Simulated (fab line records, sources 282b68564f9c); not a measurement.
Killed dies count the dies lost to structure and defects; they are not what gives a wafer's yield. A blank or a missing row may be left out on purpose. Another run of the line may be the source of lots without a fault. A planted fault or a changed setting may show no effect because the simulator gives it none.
A lot that was struck, set against a sound lot | flow ritCmos | 15 out of 202 route steps
Sound: the wafers L611.1, L611.2, L611.3. The struck wafers were L615.1, L615.2, L615.5. At the end, the cause is stated.
For every step that has rows: the tool of each side, followed by ch and its chambers, followed by its first start. Under that, the readings that differ: sound wafers | struck wafers | difference of the means | sigmas: that difference in standard deviations of wafers without a fault.
alike: a reading whose means differ by less than 2 such deviations, as well as words and numbers matching on both sides. not compared: withheld readings; readings where some wafer has no value; bounds like >300 that might hide an equal value; numbers whose values overlap and for which the record gives no deviation.
Wherever a step has rows on one side only, a row that says differs or no value, or a row with sigmas, the two part there. Numbers that have no deviation but don't overlap get no sigmas and don't part them. A reading that every wafer of one side lacks parts them only if that side has two wafers or more.

first, 2 steps without rows for these wafers: RIT_ACTIVE_CLEAN_17 (cleans in SC2, time 600 s); RIT_FOX1_OXIDATION_00 (target thk 350.7 nm, ox time 1086 s).
RIT_FOX1_THK_MEAS_01:
  sound on filmMetro-03, day 4 08:56; struck on filmMetro-02, day 5 04:11
reading             | sound       | struck      | difference | sigmas
FOX1_OXIDE_THK (nm) | 372 361 367 | 339 340 335 | -29        | -4
then, 2 steps without rows for these wafers: RIT_FOX1_WET_ETCH_02 (etches SiO2 in BOE, target depth 350 nm, time 390 s); RIT_FOX2_OXIDATION_00 (target thk 350.7 nm, ox time 1130 s).
RIT_FOX2_THK_MEAS_01:
  sound on filmMetro-02, day 4 13:52; struck on filmMetro-04, day 5 08:44
  alike: FOX2_OXIDE_THK
then, 2 steps without rows for these wafers: RIT_FOX2_CLEAN_02 (cleans in dHF, time 180 s); RIT_FOX2_WET_ETCH_03 (etches Si3N4 in H3PO4, target depth 195 nm, time 2700 s).
RIT_FOX2_THK_MEAS_90:
  sound on filmMetro-04, day 4 14:45; struck on filmMetro-02, day 5 09:41
  alike: FIELD_OXIDE_LEFT_1_THK
then, 3 steps without rows for these wafers: RIT_NWELL_HMDS_00 (prime time 60 s); RIT_NWELL_COAT_01 (resist thk 1300 nm); RIT_NWELL_SOFTBAKE_02 (time 60 s).
RIT_NWELL_EXPOSE_03: exposes mask M2, target cd 43900 nm.
  sound on ilineStepper-01 ch 0, day 4 15:23; struck on ilineStepper-02 ch 0, day 5 10:27
reading                     | sound                      | struck         | difference | sigmas
model.NWELL.overlayXNm (nm) | -0.04012 -0.04012 -0.04012 | 1.76 1.76 1.76 | +1.80      | 
  alike: mask
then, 2 steps without rows for these wafers: RIT_NWELL_PEB_04; RIT_M1_PROBE_99.

== WHERE THEY PART ==
Only at RIT_FOX1_THK_MEAS_01, as far as this record shows. Later steps at which nothing parts them and some readings are alike: RIT_FOX2_THK_MEAS_01, RIT_FOX2_THK_MEAS_90, RIT_NWELL_EXPOSE_03.

WHY: the cause the simulator had injected
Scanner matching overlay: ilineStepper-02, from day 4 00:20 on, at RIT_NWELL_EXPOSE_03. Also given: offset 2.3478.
